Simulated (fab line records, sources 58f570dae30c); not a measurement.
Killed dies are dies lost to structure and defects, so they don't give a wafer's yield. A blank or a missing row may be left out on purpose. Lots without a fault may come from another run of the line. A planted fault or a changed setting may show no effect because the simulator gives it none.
Which tool did it? | flow berkeley_cmos170 | 7 lots, 21 wafers sampled, at 1 step of a route of 331

WHAT THE GAUGES READ, wafer by wafer
UCB170_PWELL_THK_MEAS_03.
lot  | measured    | on            | PWELL_OXIDE_THK (nm)
L927 | day 3 05:46 | film_metro-02 | 26.6 26.2 26.5
L929 | day 3 16:34 | film_metro-02 | 26.4 26.2 26.3
L932 | day 4 10:53 | film_metro-04 | 26.0 26.1 25.7
L934 | day 4 17:36 | film_metro-02 | 26.1 25.6 26.3
L939 | day 5 17:54 | film_metro-04 | 25.6 25.8 25.7
L945 | day 7 06:24 | film_metro-04 | 25.2 25.8 25.6
L949 | day 8 12:34 | film_metro-01 | 26.5 26.2 27.0

WHICH TOOL RAN EACH LOT (tool, then ch and the chambers of the sampled wafers, then the start)
The record holds no process step before these readings.

THE ANSWER, worked out from the rows above alone
Rule: what is usual is taken from the lots themselves. Put in order of their means at a reading, lots are off if they are a third of the lots or fewer, leave a main group of 4 or more, and stand apart from it by a gap of 3 or more times the standard deviation of the main group's means; of several such gaps the widest counts. A main group whose means are all the same, to the digits that the tables above print for the reading, isn't used. A lot without any number at a reading at which 4 lots or more have one is off too. The other lots that the step has rows for count as sound.
No lot is off at any reading shown: from this, nothing can be told.

WHAT THE SIMULATOR HAD PUT IN
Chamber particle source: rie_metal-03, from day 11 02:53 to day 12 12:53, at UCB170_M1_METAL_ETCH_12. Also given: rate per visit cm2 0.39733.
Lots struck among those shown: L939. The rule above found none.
